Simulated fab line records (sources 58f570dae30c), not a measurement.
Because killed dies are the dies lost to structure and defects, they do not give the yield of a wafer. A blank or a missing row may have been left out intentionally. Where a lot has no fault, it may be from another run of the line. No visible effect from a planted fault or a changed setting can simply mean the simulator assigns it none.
fab line records	flow berkeleyCmos170
[record] lots = 5	wafers = 23
route steps=331 shown CONTACT@229 V2@299
startH: start of the lot's first displayed wafer, in hours after the record's first day	waitH: hours from the lot's prior step to this one	" repeats the value in the row above	L1.1+2: a row that stands for several wafers	- value missing, or start not given	* or withheld: withheld	< > ~ a bound
route shown NAME@n: names a module that has steps shown in the file, with the first one's number in the route	usual: mean/standard deviation of fault-free wafers	same: alike in all rows	chamber/n: place in a boat	sites: each site's reading	_std_site: standard deviation of those values	_edge_site: the outer-site mean with the inner-site mean subtracted	radiusMm: how far each site lies from the wafer's centre	mask NAME#n: copy n	behind: the last tool/chamber to shape the wafer	hold: reason for holding the lot/hours on hold/outcome of the hold	device: which transistor (n, p or np) failed to switch	end of line: the route-end tests of the same wafers	a step given without rows: its recipe and nothing more	killed: at the first sort, the dies lost to defects and structure; wafer yield is something else	map: a wafer's dies, marking killed ones x, the rest . and places with no die _
set.NAME: the run value of the setting; set.NAME@STEP: its run value at that earlier step	model.NAME: the simulator's own value behind a step, which no gauge read
lots with deliberately changed settings; one table per step, one row per wafer
[[steps]]
[step UCB170_CONTACT_PEB_13]
[recipe] pebTempC = 130	pebTimeS = withheld	resist = KrF
lot.wafer	tool	chamber	startH	waitH	set.pebTempC
L075.1+4+5	lithoTrack-03	0	179.41	0.3	128
L075.3+6	"	0	"	"	130
L078.2+4+6	lithoTrack-04	0	189.48	0.3	131.7
L078.3+5	"	0	"	"	130
L079.1+4+6	lithoTrack-01	0	191.69	0.7	130
L079.2+3	"	0	"	"	132
L081.1+3+4	lithoTrack-01	0	200.15	0.1	130
L081.5+6	"	0	"	"	131.5
L084.1+2+5	lithoTrack-03	0	203.07	0.4	130
[step UCB170_CONTACT_DEVELOP_14]
[recipe] developer = TMAH	developTimeS = 45	resist = KrF	devTempC = 21
[step UCB170_CONTACT_CD_MEAS_15]
[recipe] targetCdNm = 700
[usual] cdNm = 700.0/1.6
lot.wafer	tool	chamber	startH	waitH	set.pebTempC@CONTACT_PEB_13	cdNm
L075.1	cdSem-01	-	180.08	-	128	685.5
L075.3	"	-	"	"	130	699.7
L075.4	"	-	"	"	128	684.6
L075.5	"	-	"	"	128	685.4
L075.6	"	-	"	"	130	700.9
L078.2	cdSem-02	-	189.75	-	131.7	708.8
L078.3	"	-	"	"	130	699.1
L078.4	"	-	"	"	131.7	709.8
L078.5	"	-	"	"	130	697.8
L078.6	"	-	"	"	131.7	708.8
L079.1	cdSem-02	-	191.97	-	130	700.4
L079.2	"	-	"	"	132	712.6
L079.3	"	-	"	"	132	714.0
L079.4	"	-	"	"	130	701.1
L079.6	"	-	"	"	130	701.2
L081.1	cdSem-02	-	200.42	-	130	697.4
L081.3	"	-	"	"	130	698.3
L081.4	"	-	"	"	130	699.7
L081.5	"	-	"	"	131.5	709.1
L081.6	"	-	"	"	131.5	708.0
L084.1	cdSem-02	-	203.35	-	130	700.0
L084.2	"	-	"	"	130	701.7
L084.5	"	-	"	"	130	702.2
[step UCB170_CONTACT_ETCH_17]
[recipe] chemistry = N2/H2	targetDepthA = withheld	overetchA = withheld	target = BARC	timeS = withheld	sourceW = 500	biasW = 100	pressureMtorr = 30	n2FlowSccm = 100	h2FlowSccm = 200
lot.wafer	tool	chamber	startH	waitH	set.pebTempC@CONTACT_PEB_13	model.CONTACT.cdNm
L075.1	rieDiel-02	2	180.23	0.0	128	685.8
L075.3	"	1	"	"	130	699.4
L075.4	"	3	"	"	128	685.5
L075.5	"	0	"	"	128	684.6
L075.6	"	3	"	"	130	702.2
L078.2	rieDiel-02	0	189.88	0.0	131.7	708.1
L078.3	"	2	"	"	130	699
L078.4	"	1	"	"	131.7	709.6
L078.5	"	0	"	"	130	697.3
L078.6	"	2	"	"	131.7	709.1
L079.1	rieDiel-02	1	192.13	0.0	130	699.5
L079.2	"	0	"	"	132	711.6
L079.3	"	2	"	"	132	713.2
L079.4	"	2	"	"	130	701.2
L079.6	"	0	"	"	130	700.6
L081.1	rieDiel-04	2	200.58	0.0	130	697.2
L081.3	"	3	"	"	130	698.2
L081.4	"	2	"	"	130	699.7
L081.5	"	3	"	"	131.5	709.2
L081.6	"	0	"	"	131.5	708.2
L084.1	rieDiel-02	1	203.50	0.0	130	699.5
L084.2	"	0	"	"	130	700.9
L084.5	"	1	"	"	130	702
[step UCB170_CONTACT_ETCH_18]
[recipe] chemistry = CHF3/CF4/Ar	target = PSG	stopOn = TiSi2	CHF3_flow_sccm = 45	cf4FlowSccm = 15	Ar_flow_sccm = 150	pressureMtorr = 200	rfW = 700	targetDepthA = 8400	overEtchFrac = 0.2	timeS = 195
lot.wafer	tool	chamber	startH	waitH	set.timeS	set.pressureMtorr@CONTACT_CVD_01	model.etch.depthNm	model.CONTACT.featureDepthNm
L075.1	rieDiel-02	2	-	-	195	318.2	731.5	731.5
L075.3	"	1	"	"	195	318.2	729.5	729.5
L075.4	"	3	"	"	195	318.2	727	727
L075.5	"	0	"	"	195	318.2	723.2	723.2
L075.6	"	3	"	"	195	318.2	726.8	726.8
L078.2	rieDiel-02	0	-	-	195	274.2	675	675
L078.3	"	2	"	"	171.9	274.2	671.4	671.4
L078.4	"	1	"	"	195	274.2	679.1	679.1
L078.5	"	0	"	"	195	274.2	679.3	679.3
L078.6	"	2	"	"	171.9	274.2	678.8	678.8
L079.1	rieDiel-02	1	-	-	195	260.9	651.1	651.1
L079.2	"	0	"	"	195	260.9	644.1	644.1
L079.3	"	2	"	"	210.8	260.9	645.8	645.8
L079.4	"	2	"	"	210.8	260.9	651.1	651.1
L079.6	"	0	"	"	210.8	260.9	648.7	648.7
L081.1	rieDiel-04	2	-	-	195	300	706.9	706.9
L081.3	"	3	"	"	186.6	300	703.6	703.6
L081.4	"	2	"	"	195	300	705.6	705.6
L081.5	"	3	"	"	195	300	705.8	705.8
L081.6	"	0	"	"	186.6	300	706.9	706.9
L084.1+5	rieDiel-02	1	-	-	195	300	696.1	696.1
L084.2	"	0	"	"	195	300	698	698
[step UCB170_CONTACT_STRIP_19]
[recipe] chemistry = O2	powerW = 400	pressureMtorr = 3500	platenTempC = withheld	o2FlowSccm = 400	overashFraction = 0.5
[step UCB170_CONTACT_CD_MEAS_90]
[recipe] targetCdNm = 700
[usual] cdNm = 700.0/2.1
lot.wafer	tool	chamber	startH	waitH	set.pebTempC@CONTACT_PEB_13	cdNm
L075.1	cdSem-01	-	180.68	0.2	128	686.2
L075.3	"	-	"	"	130	698.8
L075.4	"	-	"	"	128	686.2
L075.5	"	-	"	"	128	683.8
L075.6	"	-	"	"	130	702.7
L078.2	cdSem-02	-	190.17	0.1	131.7	707.4
L078.3	"	-	"	"	130	698.1
L078.4	"	-	"	"	131.7	708.2
L078.5	"	-	"	"	130	696.5
L078.6	"	-	"	"	131.7	707.6
L079.1	cdSem-02	-	192.46	0.1	130	698.6
L079.2	"	-	"	"	132	711.4
L079.3	"	-	"	"	132	714.1
L079.4	"	-	"	"	130	701.7
L079.6	"	-	"	"	130	700.5
L081.1	cdSem-02	-	200.85	0.1	130	697.6
L081.3	"	-	"	"	130	698.4
L081.4	"	-	"	"	130	699.9
L081.5	"	-	"	"	131.5	709.7
L081.6	"	-	"	"	131.5	709.0
L084.1	cdSem-01	-	203.77	0.1	130	698.3
L084.2	"	-	"	"	130	700.6
L084.5	"	-	"	"	130	700.6
[step UCB170_V2_COAT_07]
[recipe] resist = KrF	spinRpm = 1500	resistThkNm = 900
lot.wafer	tool	chamber	startH	waitH	set.resistThkNm	model.KrF_of_V2_COAT_07.thkNm
L075.1	lithoTrack-01	0	192.39	0.1	900	901.6
L075.3	"	0	"	"	866.3	867.7
L075.4	"	0	"	"	900	899.9
L075.5	"	0	"	"	866.3	868
L075.6	"	0	"	"	866.3	867
L078.2	lithoTrack-01	0	202.18	0.1	900	903.5
L078.3	"	0	"	"	900	901.5
L078.4	"	0	"	"	900	897.4
L078.5	"	0	"	"	857.5	859.1
L078.6	"	0	"	"	857.5	859.6
L079.1	lithoTrack-04	0	203.26	0.1	900	904
L079.2	"	0	"	"	900	903.6
L079.3	"	0	"	"	900	905.7
L079.4	"	0	"	"	900	904.5
L079.6	"	0	"	"	900	901.6
L081.1	lithoTrack-04	0	214.91	0.1	900	904.4
L081.3	"	0	"	"	881.2	881.9
L081.4	"	0	"	"	900	901.7
L081.5	"	0	"	"	881.2	882.6
L081.6	"	0	"	"	881.2	882
L084.1	lithoTrack-04	0	218.57	0.1	900	898.4
L084.2	"	0	"	"	900	900.1
L084.5	"	0	"	"	900	901.7
[step UCB170_V2_SOFTBAKE_08]
[recipe] resist = KrF	tempC = 130	timeS = 60
[step UCB170_V2_EXPOSE_09]
[recipe] maskId = VIA2	targetCdNm = 700	na = 0.5	sigmaOuter = 0.6	sourceShape = conventional	doseMj = 37
[step UCB170_V2_ETCH_14]
[recipe] chemistry = CHF3/CF4/Ar	target = SiO2	stopOn = Al	CHF3_flow_sccm = 45	cf4FlowSccm = 15	Ar_flow_sccm = 150	pressureMtorr = 200	rfW = 700	targetDepthA = 12500	overEtchFrac = 0.25	timeS = 291
lot.wafer	tool	chamber	startH	waitH	set.resistThkNm@V2_COAT_07	model.KrF_of_V2_COAT_07.thkNm
L075.1	rieDiel-03	3	193.37	0.0	900	623.4
L075.3	"	2	"	"	866.3	579.2
L075.4	"	0	"	"	900	606.2
L075.5	"	2	"	"	866.3	576
L075.6	"	1	"	"	866.3	582.5
L078.2	rieDiel-03	3	203.26	0.0	900	622.5
L078.3	"	2	"	"	900	606
L078.4	"	1	"	"	900	611.9
L078.5	"	2	"	"	857.5	565.8
L078.6	"	3	"	"	857.5	577.2
L079.1	rieDiel-02	3	204.28	0.0	900	619.5
L079.2	"	2	"	"	900	614.2
L079.3	"	1	"	"	900	619.3
L079.4	"	0	"	"	900	613.2
L079.6	"	0	"	"	900	609.5
L081.1	rieDiel-04	2	216.63	0.0	900	614.9
L081.3	"	0	"	"	881.2	584.3
L081.4	"	1	"	"	900	615.1
L081.5	"	1	"	"	881.2	592.9
L081.6	"	2	"	"	881.2	594.3
L084.1	rieDiel-03	1	219.42	0.0	900	611.2
L084.2	"	2	"	"	900	608.4
L084.5	"	2	"	"	900	605.7
[step UCB170_V2_STRIP_15]
[recipe] chemistry = O2	powerW = 400	pressureMtorr = 3500	platenTempC = withheld	o2FlowSccm = 400	overashFraction = 0.5
[usual] stripTimeToEndpointS = 15.37/0.14
lot.wafer	tool	chamber	startH	waitH	set.resistThkNm@V2_COAT_07	stripTimeToEndpointS
L075.1	plasmaAsher-04	0	193.55	0.1	900	15.62
L075.3	"	1	"	"	866.3	14.57
L075.4	"	0	"	"	900	15.21
L075.5	"	0	"	"	866.3	14.50
L075.6	"	1	"	"	866.3	14.66
L078.2	plasmaAsher-01	1	203.44	0.1	900	15.61
L078.3	"	1	"	"	900	15.21
L078.4	"	0	"	"	900	15.35
L078.5	"	0	"	"	857.5	14.25
L078.6	"	1	"	"	857.5	14.54
L079.1	plasmaAsher-02	1	204.46	0.1	900	15.53
L079.2	"	0	"	"	900	15.41
L079.3	"	1	"	"	900	15.53
L079.4	"	0	"	"	900	15.37
L079.6	"	0	"	"	900	15.29
L081.1	plasmaAsher-02	1	216.80	0.1	900	15.41
L081.3	"	1	"	"	881.2	14.71
L081.4	"	0	"	"	900	15.42
L081.5	"	0	"	"	881.2	14.89
L081.6	"	1	"	"	881.2	14.92
L084.1	plasmaAsher-02	1	219.60	0.1	900	15.35
L084.2	"	0	"	"	900	15.26
L084.5	"	0	"	"	900	15.20
[[key]]
[split] step = UCB170_CONTACT_PEB_13	setting = pebTempC	stated = 130	by = wafer
[response] step = UCB170_CONTACT_CD_MEAS_15	reading = cdNm	change = +8.73	per = 1%	r = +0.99
[response] step = UCB170_CONTACT_ETCH_17	reading = model.CONTACT.cdNm	change = +8.79	per = 1%	r = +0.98
[response] step = UCB170_CONTACT_CD_MEAS_90	reading = cdNm	change = +8.85	per = 1%	r = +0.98
[split] step = UCB170_CONTACT_ETCH_18	setting = timeS	stated = 195	by = wafer
response none clear
[split] step = UCB170_V2_COAT_07	setting = resistThkNm	stated = 900	by = wafer
[response] step = UCB170_V2_COAT_07	reading = model.KrF_of_V2_COAT_07.thkNm	change = +8.94	per = 1%	r = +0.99
[response] step = UCB170_V2_ETCH_14	reading = model.KrF_of_V2_COAT_07.thkNm	change = +9.4	per = 1%	r = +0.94
[response] step = UCB170_V2_STRIP_15	reading = stripTimeToEndpointS	change = *	per = 1%	r = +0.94
split outsideThisFile step=UCB170_CONTACT_CVD_01 setting=pressureMtorr
// split outsideThisFile: this setting was split too, and the file shows its column; the key of that split is in another file
